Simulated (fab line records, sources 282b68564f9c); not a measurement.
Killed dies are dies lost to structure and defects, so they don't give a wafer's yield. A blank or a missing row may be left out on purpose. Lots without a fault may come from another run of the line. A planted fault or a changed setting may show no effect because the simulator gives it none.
Which tool did it? | flow rit_cmos | 14 lots, 42 wafers sampled, at 2 steps of a route of 202

WHAT THE GAUGES READ, wafer by wafer
RIT_NLDD_TW_MEAS_10. Usual: NLDD_TW 2497, standard deviation 14.
lot  | measured    | on            | NLDD_TW        | flag
L197 | day 2 17:58 | film_metro-04 | 2477 2469 2480 |
L198 | day 2 23:07 | film_metro-01 | 2527 2516 2511 |
L199 | day 3 03:35 | film_metro-01 | 2514 2516 2506 |
L201 | day 3 15:09 | film_metro-01 | 2514 2523 2517 |
L202 | day 3 19:01 | film_metro-04 | 2514 2525 2514 |
L203 | day 3 23:07 | film_metro-02 | 30 30 30       | OFF
L204 | day 4 04:22 | film_metro-02 | 30 30 30       | OFF
L212 | day 5 20:58 | film_metro-01 | 2495 2502 2497 |
L213 | day 6 02:44 | film_metro-04 | 2480 2486 2488 |
L216 | day 6 16:35 | film_metro-02 | 2500 2505 2503 |
L217 | day 6 22:21 | film_metro-01 | 2479 2488 2489 |
L218 | day 7 03:33 | film_metro-02 | 2501 2477 2479 |
L219 | day 7 08:11 | film_metro-04 | 2460 2487 2474 |
L220 | day 7 12:13 | film_metro-01 | 2499 2509 2504 |

WHICH TOOL RAN EACH LOT (tool, then ch and the chambers of the sampled wafers, then the start)
lot  | RIT_NLDD_DEVELOP_05
L197 | litho_track-04 ch 0, day 2 17:00
L198 | litho_track-01 ch 0, day 2 22:00
L199 | litho_track-04 ch 0, day 3 02:00
L201 | litho_track-01 ch 0, day 3 14:00
L202 | litho_track-01 ch 0, day 3 18:00
L203 | litho_track-04 ch 0, day 3 22:00
L204 | litho_track-04 ch 0, day 4 03:00
L212 | litho_track-03 ch 0, day 5 20:00
L213 | litho_track-01 ch 0, day 6 02:00
L216 | litho_track-04 ch 0, day 6 15:00
L217 | litho_track-01 ch 0, day 6 21:00
L218 | litho_track-04 ch 0, day 7 02:00
L219 | litho_track-01 ch 0, day 7 07:00
L220 | litho_track-04 ch 0, day 7 11:00
- RIT_NLDD_DEVELOP_05: develop time 50 s.

WHAT THE TOOLS THEMSELVES READ (means of the sampled wafers that have a number; where no wafer has one, the mark that the record gives instead)
The record holds no such reading with a usual standard deviation.

THE ANSWER, worked out from the rows above alone
Rule: a lot is off if the mean of its wafers that have a number lies more than 3 standard deviations from the usual mean. A lot without any number at a reading at which 4 lots or more have one is off too. The other lots that the step has rows for count as sound. The gauges are gone through in route order, then the tools' own readings, and for those a lot's mean is taken as printed above. The first step at which some lot is off is used, and at that step the reading that is off furthest; a lot without a number counts as furthest.
Off: L203, L204, at RIT_NLDD_TW_MEAS_10 (NLDD_TW).
A tool fits if, at a process step before that reading, it ran every lot that is off, and no sound lot after the first of them. The gauges at RIT_NLDD_TW_MEAS_10 are tried like those tools. None of those tried fits.

WHAT THE SIMULATOR HAD PUT IN
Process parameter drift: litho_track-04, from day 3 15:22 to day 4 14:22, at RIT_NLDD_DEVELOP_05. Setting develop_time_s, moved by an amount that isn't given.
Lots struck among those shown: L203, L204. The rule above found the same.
